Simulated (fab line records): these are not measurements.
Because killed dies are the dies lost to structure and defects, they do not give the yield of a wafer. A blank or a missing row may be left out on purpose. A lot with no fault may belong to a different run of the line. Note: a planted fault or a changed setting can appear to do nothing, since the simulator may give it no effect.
Which tool was responsible? ; flow berkeley cmos170 ; 21 wafers from 7 lots sampled at 2 of the route's 331 steps

## WHAT THE GAUGES SHOWED, per wafer
UCB170_NLDD_TW_MEAS_11.
lot;measured;on;NLDD_TW
L629;day 7 04:55;film metro-01;2218 2206 2214
L630;day 7 11:09;film metro-04;2221 2234 2234
L634;day 7 13:57;film metro-03;2217 2215 2212
L637;day 8 11:44;film metro-03;2243 2240 2247
L638;day 8 19:20;film metro-04;2206 2204 2199
L644;day 10 01:13;film metro-01;2210 2192 2194
L649;day 10 16:26;film metro-03;2380 2382 2392

## WHICH TOOL RAN EACH LOT (tool, then ch and the chambers of the sampled wafers, then the start)
lot;UCB170_NLDD_IMPLANT_08
L629;implanter-03 ch 0, day 7 04:31
L630;implanter-04 ch 0, day 7 10:46
L634;implanter-03 ch 0, day 7 13:35
L637;implanter-03 ch 0, day 8 11:20
L638;implanter-03 ch 0, day 8 18:56
L644;implanter-04 ch 0, day 10 00:49
L649;implanter-03 ch 0, day 10 16:02
- UCB170_NLDD_IMPLANT_08

## THE ANSWER, worked out from the rows above alone
Rule: the usual values come from the lots themselves. Put in order of their means at a reading, lots are off if they are a third of the lots or fewer, leave a main group of 4 or more, and stand apart from it by a gap of 3 or more times the standard deviation of the main group's means; of several such gaps the widest counts. A main group is skipped when, at the precision printed for the reading in the tables above, its means are all equal. Also off: a lot with no number at a reading for which 4 or more lots have one. The other lots that the step has rows for count as sound.
Off: L649, seen at UCB170_NLDD_TW_MEAS_11 (NLDD_TW). The main group has a mean of 2217 with a standard deviation of 15.
If a tool, at a process step before that reading, ran all the lots that are off and no sound lot after the first of them, it fits. Those tools and the gauges at UCB170_NLDD_TW_MEAS_11 are tried in the same way. 2 tools fit, implanter-03 at UCB170_NLDD_IMPLANT_08 and film metro-03 at UCB170_NLDD_TW_MEAS_11, so this cannot tell which one it is.

## WHAT WAS PUT IN BY THE SIMULATOR
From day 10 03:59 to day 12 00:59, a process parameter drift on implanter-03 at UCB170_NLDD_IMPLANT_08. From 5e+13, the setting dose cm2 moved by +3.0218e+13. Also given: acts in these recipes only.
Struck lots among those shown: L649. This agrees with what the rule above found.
